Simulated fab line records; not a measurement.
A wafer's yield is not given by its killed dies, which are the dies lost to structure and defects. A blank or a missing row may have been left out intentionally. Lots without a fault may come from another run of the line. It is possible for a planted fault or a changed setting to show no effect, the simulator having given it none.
A struck lot beside a sound one	flow berkeley-cmos170	27 out of 331 route steps
Sound: these wafers, L326.2, L326.4, L326.6. The struck wafers were L324.2, L324.3, L324.5. The cause comes at the end.
Order at every step that has rows: each side's tool, ch and its chambers, its first start. Under that, the readings that differ: sound wafers	struck wafers	difference of the means	sigmas: that difference in standard deviations of wafers without a fault.
alike: same words and numbers on both sides, and readings whose means sit less than 2 such deviations apart. not compared: any withheld reading, any reading some wafer has no value for, any bound like >300 that may hide the same value, and any number with overlapping values for which the record gives no deviation.
The two part at a step that has a row with sigmas, a row that says differs or no value, or rows on one side only. When numbers do not overlap yet have no deviation, they are printed without sigmas and do not part them. A reading that every wafer of one side lacks parts them only if that side has two wafers or more.

first, 3 steps without rows for these wafers: UCB170_PVT_EXPOSE_03 (exposes mask NWELL, target cd 3000 nm); UCB170_PVT_PEB_04; UCB170_PVT_DEVELOP_05 (develop time 45 s).
UCB170_PVT_OVL_MEAS_06:
  sound on overlay-01 at day 7 14:41; struck on overlay-02 at day 6 23:28
  alike: PVT_OVL
following that, these wafers have no rows for 1 step: UCB170_PVT_IMPLANT_07.
UCB170_PVT_STRIP_08: strips in O2.
  sound on plasma-asher-04 ch 1, day 7 14:52; struck on plasma-asher-01 ch 0,1, day 6 23:39
  alike: chamber-pressure-mTorr, drypump-motor-current-A, o2-flow-sccm, oes-product-au, strip-time-to-endpoint-s
  not compared: rf-hours-counter-h
UCB170_PVT_TW_MEAS_09:
  sound on film-metro-01 at day 7 14:59; struck on film-metro-01 at day 6 23:46
  alike: PVT_TW
then, 1 step without rows for these wafers: UCB170_GATE_WET_ETCH_00 (etches SiO2 in dHF, time 200 s).
UCB170_FIELD_THK_MEAS_91:
  sound on film-metro-04 at day 7 15:07; struck on film-metro-04 at day 6 23:53
  alike: FIELD_OXIDE_LEFT_2_THK
then, 1 step without rows for these wafers: UCB170_GATE_OXIDATION_01 (target thk 6.6 nm, ox time 1800 s).
UCB170_GATE_THK_MEAS_02:
  sound on film-metro-02 at day 7 20:19; struck on film-metro-03 at day 7 07:32
  alike: GATE_OXIDE_THK
then, 1 step without rows for these wafers: UCB170_GATE_ANNEAL_03 (time 1800 s).
UCB170_GATE_CVD_04: deposits poly-Si from SiH4, time 1440 s, target thk 214 nm.
  sound on lpcvd-01 ch 0, day 8 02:46; struck on lpcvd-02 ch 1, day 7 15:15
reading	sound	struck	difference	sigmas
model.poly-Si_of_GATE_CVD_04.thk-nm (nm)	213.5 214 214.4	384.5 384.8 383.2	+170.2	
  alike: spike-tc-source-C, susceptor-temp-C
UCB170_GATE_THK_MEAS_05:
  sound on film-metro-02 at day 8 04:12; struck on film-metro-03 at day 7 16:40
reading	sound	struck	difference	sigmas
GATE_POLY_THK (nm)	213.4 214.0 214.5	384.4 384.9 383.2	+170.2	+85
then, 6 steps without rows for these wafers: UCB170_GATE_COAT_06; UCB170_GATE_COAT_07 (resist thk 900 nm); UCB170_GATE_SOFTBAKE_08 (time 60 s); UCB170_GATE_EXPOSE_09 (exposes mask POLY, target cd 350 nm); UCB170_GATE_PEB_10; UCB170_GATE_DEVELOP_11 (develop time 45 s).
UCB170_GATE_CD_MEAS_12: target cd 350 nm.
  sound on cd-sem-01 at day 8 05:46; struck on cd-sem-01 at day 7 17:34
  alike: cd-nm
UCB170_GATE_OVL_MEAS_13:
  sound on overlay-02 at day 8 05:52; struck on overlay-01 at day 7 17:41
  alike: GATE_OVL
UCB170_GATE_ETCH_14: etches BARC in N2/H2.
  sound on rie-diel-04 ch 0,1,2, day 8 05:54; struck on rie-diel-01 ch 0,2,3, day 7 17:43
  alike: chamber-pressure-mTorr, drypump-motor-current-A, oes-product-au, throttle-valve-pct
UCB170_GATE_ETCH_15: etches poly-Si in HBr/Cl2, stops on SiO2, time 56.3 s, target depth 278.2 nm.
  sound on rie-si-02 ch 0,1,3, day 8 05:56; struck on rie-si-02 ch 0,2,3, day 7 17:45
reading	sound	struck	difference	sigmas
oes-product-au (a.u.)	0.839 0.861 0.845	1.043 1.012 1.017	+0.176	+13
model.etch.depth-nm (nm)	213.5 214 214.4	286.6 284.3 271.7	+66.9	
model.GATE.feature-depth-nm (nm)	213.5 214 214.5	286.6 284.3 271.7	+66.9	
  alike: chamber-pressure-mTorr, drypump-motor-current-A, throttle-valve-pct
  not compared: rf-hours-counter-h
UCB170_GATE_STRIP_16: strips in O2.
  sound on plasma-asher-02 ch 0,1, day 8 05:59; struck on plasma-asher-01 ch 0,1, day 7 17:48
reading	sound	struck	difference	sigmas
drypump-motor-current-A (A)	5.59 5.19 5.25	5.89 5.90 5.89	+0.55	+2
model.poly-Si_of_GATE_CVD_04.thk-nm (nm)	213.1 213.6 214.1	384.2 384.5 382.9	+170.3	
  alike: chamber-pressure-mTorr, o2-flow-sccm, oes-product-au
  not compared: rf-hours-counter-h
UCB170_GATE_CD_MEAS_90: target cd 350 nm.
  sound on cd-sem-01 at day 8 06:07; struck on cd-sem-01 at day 7 17:56
  alike: cd-nm
UCB170_M3_PROBE_99:
  record: rows for the struck wafers here (prober-02, day 9 06:25), none for the sound ones

== WHERE THEY PART ==
Earliest at UCB170_GATE_THK_MEAS_05; latest, in this record, at UCB170_M3_PROBE_99.

WHY: what the simulator had put in
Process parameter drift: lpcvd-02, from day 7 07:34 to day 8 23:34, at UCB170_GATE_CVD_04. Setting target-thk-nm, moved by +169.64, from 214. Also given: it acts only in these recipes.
